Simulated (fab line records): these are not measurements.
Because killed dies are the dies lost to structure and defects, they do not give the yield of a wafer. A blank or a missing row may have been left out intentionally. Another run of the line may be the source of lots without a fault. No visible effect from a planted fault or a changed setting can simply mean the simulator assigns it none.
Shared-tool check || flow berkeley_cmos170 || Sampled: 14 lots, 48 wafers

WHY IT WAS OPENED
2 of 14 lots carry a flag on the reading PSD_TW at UCB170_PSD_TW_MEAS_10. Wafers without a fault read 2325, standard deviation 23.
Rule: flag the lot when none of its wafers has a number, or when each of its wafers that has one lies beyond 4 standard deviations from that mean. As for the other lots, they are considered sound.

{"lot": "L916", "measured": "day 7 08:53", "on": "film_metro-02", "PSD_TW, wafer by wafer": "2301 2297 2307", "flag": ""}
{"lot": "L917", "measured": "day 7 21:29", "on": "film_metro-03", "PSD_TW, wafer by wafer": "2308 2305 2299", "flag": ""}
{"lot": "L918", "measured": "day 7 21:50", "on": "film_metro-03", "PSD_TW, wafer by wafer": "2318 2317 2326", "flag": ""}
{"lot": "L921", "measured": "day 8 16:26", "on": "film_metro-03", "PSD_TW, wafer by wafer": "2335 2322 2332", "flag": ""}
{"lot": "L920", "measured": "day 8 16:40", "on": "film_metro-02", "PSD_TW, wafer by wafer": "2290 2285 2294", "flag": ""}
{"lot": "L924", "measured": "day 9 16:08", "on": "film_metro-03", "PSD_TW, wafer by wafer": "2326 2334 2333", "flag": ""}
{"lot": "L925", "measured": "day 9 16:12", "on": "film_metro-02", "PSD_TW, wafer by wafer": "2300 2296 2294", "flag": ""}
{"lot": "L922", "measured": "day 9 16:20", "on": "film_metro-03", "PSD_TW, wafer by wafer": "2340 2334 2326", "flag": ""}
{"lot": "L923", "measured": "day 9 16:37", "on": "film_metro-01", "PSD_TW, wafer by wafer": "2356 2354 2365", "flag": ""}
{"lot": "L927", "measured": "day 9 16:42", "on": "film_metro-03", "PSD_TW, wafer by wafer": "2337 2329 2336", "flag": ""}
{"lot": "L934", "measured": "day 11 10:17", "on": "film_metro-01", "PSD_TW, wafer by wafer": "2736 2737 2739 2752 2744 2730", "flag": "FLAGGED"}
{"lot": "L932", "measured": "day 11 10:34", "on": "film_metro-01", "PSD_TW, wafer by wafer": "2754 2743 2735 2744 2729 2734", "flag": "FLAGGED"}
{"lot": "L938", "measured": "day 12 10:28", "on": "film_metro-01", "PSD_TW, wafer by wafer": "2363 2346 2354", "flag": ""}
{"lot": "L937", "measured": "day 12 10:48", "on": "film_metro-01", "PSD_TW, wafer by wafer": "2347 2348 2355", "flag": ""}
The numbers of the flagged lots are 2740 on average: +415 against the usual, or +18 standard deviations.

TOOL THAT RAN EACH LOT
Before the reading, the record contains 2 process steps out of a 331-step route. Every cell lists first the tool, next ch and the chambers used by the sampled wafers, and last the start.
{"lot": "L916", "flag": "", "UCB170_PSD_IMPLANT_08": "implanter-01 ch 0, day 7 08:40", "UCB170_PSD_STRIP_09": "plasma_asher-01 ch 0,1, day 7 08:48"}
{"lot": "L917", "flag": "", "UCB170_PSD_IMPLANT_08": "implanter-02 ch 0, day 7 21:14", "UCB170_PSD_STRIP_09": "plasma_asher-02 ch 0, day 7 21:23"}
{"lot": "L918", "flag": "", "UCB170_PSD_IMPLANT_08": "implanter-03 ch 0, day 7 21:35", "UCB170_PSD_STRIP_09": "plasma_asher-02 ch 0,1, day 7 21:44"}
{"lot": "L921", "flag": "", "UCB170_PSD_IMPLANT_08": "implanter-01 ch 0, day 8 16:12", "UCB170_PSD_STRIP_09": "plasma_asher-03 ch 0,1, day 8 16:19"}
{"lot": "L920", "flag": "", "UCB170_PSD_IMPLANT_08": "implanter-02 ch 0, day 8 16:25", "UCB170_PSD_STRIP_09": "plasma_asher-02 ch 0,1, day 8 16:34"}
{"lot": "L924", "flag": "", "UCB170_PSD_IMPLANT_08": "implanter-01 ch 0, day 9 15:53", "UCB170_PSD_STRIP_09": "plasma_asher-01 ch 0, day 9 16:02"}
{"lot": "L925", "flag": "", "UCB170_PSD_IMPLANT_08": "implanter-02 ch 0, day 9 15:57", "UCB170_PSD_STRIP_09": "plasma_asher-03 ch 0,1, day 9 16:06"}
{"lot": "L922", "flag": "", "UCB170_PSD_IMPLANT_08": "implanter-03 ch 0, day 9 16:07", "UCB170_PSD_STRIP_09": "plasma_asher-02 ch 0,1, day 9 16:15"}
{"lot": "L923", "flag": "", "UCB170_PSD_IMPLANT_08": "implanter-03 ch 0, day 9 16:22", "UCB170_PSD_STRIP_09": "plasma_asher-01 ch 0,1, day 9 16:31"}
{"lot": "L927", "flag": "", "UCB170_PSD_IMPLANT_08": "implanter-01 ch 0, day 9 16:29", "UCB170_PSD_STRIP_09": "plasma_asher-03 ch 0,1, day 9 16:37"}
{"lot": "L934", "flag": "FLAGGED", "UCB170_PSD_IMPLANT_08": "implanter-02 ch 0, day 11 10:02", "UCB170_PSD_STRIP_09": "plasma_asher-03 ch 0,1, day 11 10:11"}
{"lot": "L932", "flag": "FLAGGED", "UCB170_PSD_IMPLANT_08": "implanter-02 ch 0, day 11 10:19", "UCB170_PSD_STRIP_09": "plasma_asher-03 ch 0,1, day 11 10:28"}
{"lot": "L938", "flag": "", "UCB170_PSD_IMPLANT_08": "implanter-03 ch 0, day 12 10:13", "UCB170_PSD_STRIP_09": "plasma_asher-02 ch 0,1, day 12 10:22"}
{"lot": "L937", "flag": "", "UCB170_PSD_IMPLANT_08": "implanter-03 ch 0, day 12 10:33", "UCB170_PSD_STRIP_09": "plasma_asher-01 ch 0,1, day 12 10:42"}
What these steps do:
- UCB170_PSD_IMPLANT_08
- UCB170_PSD_STRIP_09: strips in O2.
- UCB170_PSD_TW_MEAS_10

FLAGGED AGAINST TOTAL, ONE TOOL AT A TIME (gauges that did the reading follow at the end)
{"step": "UCB170_PSD_IMPLANT_08", "tool": "implanter-01", "lots run": 4, "flagged": 0, "share of the flagged lots": "none", "sound lots run after its first flagged lot": "-"}
{"step": "UCB170_PSD_IMPLANT_08", "tool": "implanter-02", "lots run": 5, "flagged": 2, "share of the flagged lots": "all", "sound lots run after its first flagged lot": 0}
{"step": "UCB170_PSD_IMPLANT_08", "tool": "implanter-03", "lots run": 5, "flagged": 0, "share of the flagged lots": "none", "sound lots run after its first flagged lot": "-"}
{"step": "UCB170_PSD_STRIP_09", "tool": "plasma_asher-01", "lots run": 4, "flagged": 0, "share of the flagged lots": "none", "sound lots run after its first flagged lot": "-"}
{"step": "UCB170_PSD_STRIP_09", "tool": "plasma_asher-02", "lots run": 5, "flagged": 0, "share of the flagged lots": "none", "sound lots run after its first flagged lot": "-"}
{"step": "UCB170_PSD_STRIP_09", "tool": "plasma_asher-03", "lots run": 5, "flagged": 2, "share of the flagged lots": "all", "sound lots run after its first flagged lot": 0}
{"step": "UCB170_PSD_TW_MEAS_10", "tool": "film_metro-01", "lots run": 5, "flagged": 2, "share of the flagged lots": "all", "sound lots run after its first flagged lot": "2 (L938,L937)"}
{"step": "UCB170_PSD_TW_MEAS_10", "tool": "film_metro-02", "lots run": 3, "flagged": 0, "share of the flagged lots": "none", "sound lots run after its first flagged lot": "-"}
{"step": "UCB170_PSD_TW_MEAS_10", "tool": "film_metro-03", "lots run": 6, "flagged": 0, "share of the flagged lots": "none", "sound lots run after its first flagged lot": "-"}

WHAT IS ALLOWED BY THE TABLE
In the table, 3 rows ran each flagged lot (implanter-02 at UCB170_PSD_IMPLANT_08; plasma_asher-03 at UCB170_PSD_STRIP_09; film_metro-01 at UCB170_PSD_TW_MEAS_10).
- implanter-02 at UCB170_PSD_IMPLANT_08: 2 of its 5 lots flagged. It ran its last sound lot, L925, at day 9 15:57 and its first flagged lot, L934, at day 11 10:02: a fault with its onset between the two fits. Its own readings (beam_on_s, dose_ions_cm2, faraday_current_uA) fall more than 4 standard deviations out on all wafers of the flagged lots.
- plasma_asher-03 at UCB170_PSD_STRIP_09: 2 of its 5 lots flagged. It ran its last sound lot, L927, at day 9 16:37 and its first flagged lot, L934, at day 11 10:11: a fault with its onset between the two fits. Its own readings (oes_product_au, strip_time_to_endpoint_s) fall more than 4 standard deviations out on all wafers of the flagged lots.
- film_metro-01 at UCB170_PSD_TW_MEAS_10: 2 of its 5 lots flagged. Sound lots followed the first flagged one (L938, L937) on it, something a lasting fault affecting the whole tool could not allow.
These 2 tools cannot be told apart by counting lots, since each of them fits a fault that started at some hour. More lots, or a look at what each step does to the wafer, might.

WHAT THE SIMULATOR HAD INSERTED
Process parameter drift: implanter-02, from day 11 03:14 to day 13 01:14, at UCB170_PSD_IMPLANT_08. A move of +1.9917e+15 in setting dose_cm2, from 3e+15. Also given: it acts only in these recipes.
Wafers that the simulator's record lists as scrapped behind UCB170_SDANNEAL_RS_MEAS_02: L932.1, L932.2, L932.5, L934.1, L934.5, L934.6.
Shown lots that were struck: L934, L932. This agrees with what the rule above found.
